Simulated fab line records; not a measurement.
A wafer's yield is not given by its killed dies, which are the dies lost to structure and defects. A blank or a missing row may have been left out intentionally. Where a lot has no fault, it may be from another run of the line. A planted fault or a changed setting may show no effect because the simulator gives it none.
Tool commonality check + flow berkeley_cmos170 + Sampled: 14 lots, 42 wafers

REASON FOR OPENING
2 of 14 lots carry a flag on the reading PVT_TW at UCB170_PVT_TW_MEAS_09. Wafers without a fault read 509, standard deviation 3.2.
Rule: a lot is flagged in two cases, either no wafer of it has a number, or all its wafers with numbers fall more than 4 standard deviations from that mean. All remaining lots are regarded as sound.

| lot  | measured     | on            | PVT_TW, wafer by wafer | flag    |
|------|--------------|---------------|------------------------|---------|
| L411 | day 5 18:17  | film_metro-04 | 509 510 508            |         |
| L412 | day 5 18:19  | film_metro-02 | 514 511 512            |         |
| L414 | day 6 10:23  | film_metro-04 | 504 506 507            |         |
| L415 | day 6 10:41  | film_metro-02 | 509 509 511            |         |
| L417 | day 6 17:49  | film_metro-04 | 507 504 506            |         |
| L416 | day 6 18:11  | film_metro-03 | 508 508 509            |         |
| L413 | day 6 18:28  | film_metro-04 | 507 505 507            |         |
| L418 | day 7 10:58  | film_metro-03 | 512 509 515            |         |
| L421 | day 8 03:33  | film_metro-04 | 506 505 507            |         |
| L422 | day 8 03:47  | film_metro-02 | 514 511 513            |         |
| L424 | day 8 14:38  | film_metro-04 | 507 506 506            |         |
| L425 | day 8 14:58  | film_metro-02 | 617 617 617            | FLAGGED |
| L427 | day 9 15:53  | film_metro-03 | 612 610 614            | FLAGGED |
| L432 | day 10 09:21 | film_metro-03 | 510 511 510            |         |
On average the flagged lots' numbers are 614, which is +106 against the usual, or +33 standard deviations.

EACH LOT AND THE TOOL IT RAN ON
The record keeps 1 process step preceding the reading, out of 331 steps on the route. Cell contents, in order: the tool; ch with the chambers the sampled wafers went through; the start.
| lot  | flag    | UCB170_PVT_IMPLANT_07           |
|------|---------|---------------------------------|
| L411 |         | implanter-02 ch 0, day 5 18:02  |
| L412 |         | implanter-01 ch 0, day 5 18:05  |
| L414 |         | implanter-02 ch 0, day 6 10:08  |
| L415 |         | implanter-04 ch 0, day 6 10:28  |
| L417 |         | implanter-02 ch 0, day 6 17:35  |
| L416 |         | implanter-01 ch 0, day 6 17:56  |
| L413 |         | implanter-04 ch 0, day 6 18:14  |
| L418 |         | implanter-02 ch 0, day 7 10:44  |
| L421 |         | implanter-01 ch 0, day 8 03:18  |
| L422 |         | implanter-04 ch 0, day 8 03:32  |
| L424 |         | implanter-01 ch 0, day 8 14:26  |
| L425 | FLAGGED | implanter-01 ch 0, day 8 14:43  |
| L427 | FLAGGED | implanter-01 ch 0, day 9 15:39  |
| L432 |         | implanter-04 ch 0, day 10 09:07 |
These steps, and what they do:
- UCB170_PVT_IMPLANT_07
- UCB170_PVT_TW_MEAS_09

FLAGGED AGAINST TOTAL, ONE TOOL AT A TIME (gauges that did the reading follow at the end)
| step                  | tool          | lots run | flagged | share of the flagged lots | sound lots run after its first flagged lot |
|-----------------------|---------------|----------|---------|---------------------------|--------------------------------------------|
| UCB170_PVT_IMPLANT_07 | implanter-01  | 6        | 2       | all                       | 0                                          |
| UCB170_PVT_IMPLANT_07 | implanter-02  | 4        | 0       | none                      | -                                          |
| UCB170_PVT_IMPLANT_07 | implanter-04  | 4        | 0       | none                      | -                                          |
| UCB170_PVT_TW_MEAS_09 | film_metro-02 | 4        | 1       | some                      | 0                                          |
| UCB170_PVT_TW_MEAS_09 | film_metro-03 | 4        | 1       | some                      | 1 (L432)                                   |
| UCB170_PVT_TW_MEAS_09 | film_metro-04 | 6        | 0       | none                      | -                                          |

WHAT IS ALLOWED BY THE TABLE
Rows of the table that ran each flagged lot: 1, that is implanter-01 at UCB170_PVT_IMPLANT_07.
- implanter-01 at UCB170_PVT_IMPLANT_07: 2 of its 6 lots flagged. It ran its last sound lot, L424, at day 8 14:26 and its first flagged lot, L425, at day 8 14:43: a fault with its onset between the two fits. Its own readings lie more than 4 standard deviations out on every wafer of the flagged lots: dose_ions_cm2, faraday_current_uA.
One tool is left: implanter-01 at UCB170_PVT_IMPLANT_07.

WHAT THE SIMULATOR HAD INSERTED
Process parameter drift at UCB170_PVT_IMPLANT_07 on implanter-01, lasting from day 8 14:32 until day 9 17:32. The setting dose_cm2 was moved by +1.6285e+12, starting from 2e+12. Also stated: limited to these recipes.
Struck lots among those shown: L425, L427. This agrees with what the rule above found.
